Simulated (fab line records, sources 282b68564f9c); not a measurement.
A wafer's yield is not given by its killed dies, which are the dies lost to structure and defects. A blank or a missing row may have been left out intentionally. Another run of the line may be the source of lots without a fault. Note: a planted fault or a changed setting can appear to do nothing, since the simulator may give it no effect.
Struck lot and sound lot, side by side	flow ritCmos	15 steps out of a route of 202
Sound: the wafers L193.3, L193.4, L193.6. Wafers L197.1, L197.4, L197.5 were the ones struck. The cause is named last.
Order at every step that has rows: each side's tool, ch and its chambers, its first start. Under that, the readings that differ: sound wafers	struck wafers	difference of the means	sigmas: that difference in standard deviations of wafers without a fault.
alike: words and numbers the same on both sides, and readings whose means are apart by under 2 such deviations; not compared: readings that were withheld, readings missing a value for some wafer, numbers with overlapping values and no deviation given by the record, and bounds like >300 which may hide the same value.
The two part at a step that has a row with sigmas, a row that says differs or no value, or rows on one side only. Numbers that have no deviation but don't overlap get no sigmas and don't part them. A reading missing from all wafers of one side parts the sides only when that side holds two or more wafers.

RIT_GATE_STRIP_20: strips in O2, time 180 s.
  sound on plasmaAsher-02 ch 0,1, day 5 04:09; struck on plasmaAsher-03 ch 0,1, day 5 22:18
  alike: drypumpMotorCurrentA, rfReflPowerW
  not compared: rfHoursCounterH
RIT_GATE_CD_MEAS_90 targets a cd of 150 nm.
  sound on cdSem-01, day 5 04:19; struck on cdSem-01, day 5 22:29
  alike: cdNm
then, 4 steps without rows for these wafers: RIT_REOX_CLEAN_00 (cleans in SC1, time 600 s); RIT_REOX_CLEAN_01 (cleans in dHF, time 30 s); RIT_REOX_CLEAN_02 (cleans in SC2, time 600 s); RIT_REOX_OXIDATION_03 (target thk 25.2 nm, ox time 5310 s).
RIT_REOX_THK_MEAS_04:
  sound on filmMetro-04, day 5 07:45; struck on filmMetro-01, day 6 01:31
  alike: REOX_OXIDE_THK
then, 5 steps without rows for these wafers: RIT_NLDD_HMDS_00 (prime time 60 s); RIT_NLDD_COAT_01 (resist thk 1000 nm); RIT_NLDD_SOFTBAKE_02 (time 60 s); RIT_NLDD_EXPOSE_03 (exposes mask M7, target cd 40700 nm); RIT_NLDD_PEB_04.
RIT_NLDD_DEVELOP_05: develop time 50 s.
  sound on lithoTrack-03 ch 0, day 5 08:00; struck on lithoTrack-03 ch 0, day 6 02:00
reading	sound	struck	difference	sigmas
developerTempC (C)	22.89 23.04 23.10	25.25 25.21 25.18	+2.20	+23
RIT_NLDD_OVL_MEAS_06:
  sound on overlay-01, day 5 08:58; struck on overlay-02, day 6 02:33
  alike: NLDD_OVL
RIT_M1_PROBE_99:
  rows exist in the record for the sound wafers here (prober-01, day 6 00:46), none for the struck ones

## WHERE THEY PART
Last at RIT_M1_PROBE_99 as far as this record goes, first at RIT_NLDD_DEVELOP_05.

WHY: what had been put in by the simulator
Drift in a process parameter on lithoTrack-03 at RIT_NLDD_DEVELOP_05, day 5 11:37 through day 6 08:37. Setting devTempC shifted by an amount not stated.
